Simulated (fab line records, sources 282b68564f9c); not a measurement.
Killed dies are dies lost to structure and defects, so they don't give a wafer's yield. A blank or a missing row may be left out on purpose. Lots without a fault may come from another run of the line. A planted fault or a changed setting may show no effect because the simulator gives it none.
Which tool did it? | flow rit_cmos | 13 lots, 39 wafers sampled, at 2 steps of a route of 202

WHAT THE GAUGES READ, wafer by wafer
RIT_ACTIVE_CD_MEAS_11: target cd 1400 nm.
lot  | measured    | on        | cd_nm (nm)
L846 | day 1 14:28 | cd_sem-01 | 1398.8 1398.7 1399.1
L847 | day 1 21:07 | cd_sem-01 | 1399.4 1399.3 1399.9
L848 | day 2 00:28 | cd_sem-01 | 1399.2 1397.6 1399.6
L849 | day 2 06:26 | cd_sem-01 | 1403.1 1400.1 1402.2
L850 | day 2 11:43 | cd_sem-01 | 1399.3 1400.3 1398.4
L851 | day 2 20:05 | cd_sem-02 | 1401.6 1400.4 1401.3
L852 | day 2 21:31 | cd_sem-02 | 1398.3 1397.3 1399.6
L856 | day 3 17:05 | cd_sem-02 | 1403.5 1401.4 1402.3
L859 | day 4 07:58 | cd_sem-02 | 1386.0 1386.9 1386.3
L860 | day 4 13:56 | cd_sem-01 | 1386.7 1386.0 1385.9
L863 | day 5 04:04 | cd_sem-02 | 1400.1 1399.2 1400.1
L867 | day 6 00:13 | cd_sem-01 | 1400.0 1400.2 1399.9
L868 | day 6 06:38 | cd_sem-02 | 1400.4 1400.7 1399.4

WHICH TOOL RAN EACH LOT (tool, then ch and the chambers of the sampled wafers, then the start)
lot  | RIT_ACTIVE_DEVELOP_10
L846 | litho_track-02 ch 0, day 1 14:00
L847 | litho_track-03 ch 0, day 1 20:00
L848 | litho_track-01 ch 0, day 2 00:00
L849 | litho_track-01 ch 0, day 2 06:00
L850 | litho_track-01 ch 0, day 2 11:00
L851 | litho_track-01 ch 0, day 2 19:00
L852 | litho_track-03 ch 0, day 2 21:00
L856 | litho_track-03 ch 0, day 3 16:00
L859 | litho_track-01 ch 0, day 4 07:00
L860 | litho_track-01 ch 0, day 4 13:00
L863 | litho_track-02 ch 0, day 5 03:00
L867 | litho_track-03 ch 0, day 6 00:00
L868 | litho_track-02 ch 0, day 6 06:00
- RIT_ACTIVE_DEVELOP_10: develop time 50 s.

WHAT THE TOOLS THEMSELVES READ (means of the sampled wafers that have a number; where no wafer has one, the mark that the record gives instead)
The record holds no such reading with a usual standard deviation.

THE ANSWER, worked out from the rows above alone
Rule: what is usual is taken from the lots themselves. Put in order of their means at a reading, lots are off if they are a third of the lots or fewer, leave a main group of 4 or more, and stand apart from it by a gap of 3 or more times the standard deviation of the main group's means; of several such gaps the widest counts. A main group whose means are all the same, to the digits that the tables above print for the reading, isn't used. A lot without any number at a reading at which 4 lots or more have one is off too. The other lots that the step has rows for count as sound. The gauges are gone through in route order, then the tools' own readings, and for those a lot's mean is taken as printed above. The first step at which some lot is off is used, and at that step the reading that is off furthest; a lot without a number counts as furthest.
Off: L859, L860, at RIT_ACTIVE_CD_MEAS_11 (cd_nm). The main group: mean 1400.0 nm, standard deviation 1.2.
A tool fits if, at a process step before that reading, it ran every lot that is off, and no sound lot after the first of them. The gauges at RIT_ACTIVE_CD_MEAS_11 are tried like those tools. One fits: litho_track-01 at RIT_ACTIVE_DEVELOP_10. Its last sound lot is L851 (day 2 19:00), its first lot that is off L859 (day 4 07:00): a fault that began between those two fits.

WHAT THE SIMULATOR HAD PUT IN
Process parameter drift: litho_track-01, from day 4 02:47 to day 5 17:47, at RIT_ACTIVE_DEVELOP_10. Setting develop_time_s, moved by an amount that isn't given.
Lots struck among those shown: L859, L860. The rule above found the same.
